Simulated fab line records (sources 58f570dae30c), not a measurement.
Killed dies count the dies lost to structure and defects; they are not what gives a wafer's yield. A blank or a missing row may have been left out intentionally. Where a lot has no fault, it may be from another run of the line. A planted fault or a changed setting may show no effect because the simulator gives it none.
What tool caused it? + flow berkeley cmos170 + Sampling: 7 lots, 21 wafers, 3 of 331 route steps

WHAT THE GAUGES SHOWED, per wafer
UCB170_PFIELD_OVL_MEAS_06.
| lot  | measured    | on         | PFIELD_OVL (nm) |
|------|-------------|------------|-----------------|
| L638 | day 5 03:55 | overlay-02 | -2 -1 1         |
| L640 | day 6 09:01 | overlay-01 | 3 -1 -9         |
| L644 | day 6 12:01 | overlay-01 | -4 1 -4         |
| L651 | day 7 13:41 | overlay-01 | -2 -13 -13      |
| L652 | day 8 00:01 | overlay-01 | 2 2 6           |
| L655 | day 9 01:08 | overlay-01 | 6 9 10          |
| L660 | day 9 06:13 | overlay-01 | -2 -10 -4       |

EACH LOT AND THE TOOL THAT RAN IT (in order: tool; ch and the chambers of the sampled wafers; start)
| lot  | UCB170_NWELL_ETCH_13              | UCB170_PFIELD_COAT_01            |
|------|-----------------------------------|----------------------------------|
| L638 | rie diel-03 ch 1,2, day 2 14:58   | litho track-01 ch 0, day 5 02:59 |
| L640 | rie diel-03 ch 0,1,2, day 3 13:35 | litho track-03 ch 0, day 6 07:06 |
| L644 | rie diel-03 ch 0,2,3, day 4 09:40 | litho track-02 ch 0, day 6 10:03 |
| L651 | rie diel-02 ch 0,2,3, day 5 07:34 | litho track-02 ch 0, day 7 12:52 |
| L652 | rie diel-04 ch 0,3, day 5 18:22   | litho track-02 ch 0, day 7 23:10 |
| L655 | rie diel-03 ch 2,3, day 6 10:20   | litho track-03 ch 0, day 8 23:13 |
| L660 | rie diel-03 ch 2,3, day 7 03:46   | litho track-01 ch 0, day 9 05:14 |
- UCB170_NWELL_ETCH_13: etches Si3N4 in CH3F/Ar/O2, stops on SiO2, target depth 246.4 nm, time 154 s.
- UCB170_PFIELD_COAT_01: resist thk 900 nm.

THE ANSWER, worked out from the rows above alone
Rule: the usual values come from the lots themselves. The widest of any qualifying gaps counts: lots, ordered by their means at a reading, are off when they make up no more than a third of the lots, leave a main group of 4 or more, and stand apart from it by 3 or more times the standard deviation of that group's means. Not used: any main group whose means are identical at the precision the tables above print for the reading. A lot without any number at a reading at which 4 lots or more have one is off too. All remaining lots with rows at the step are treated as sound.
Across all readings shown, no lot is off: no conclusion can be drawn from this.

WHAT THE SIMULATOR HAD PUT IN
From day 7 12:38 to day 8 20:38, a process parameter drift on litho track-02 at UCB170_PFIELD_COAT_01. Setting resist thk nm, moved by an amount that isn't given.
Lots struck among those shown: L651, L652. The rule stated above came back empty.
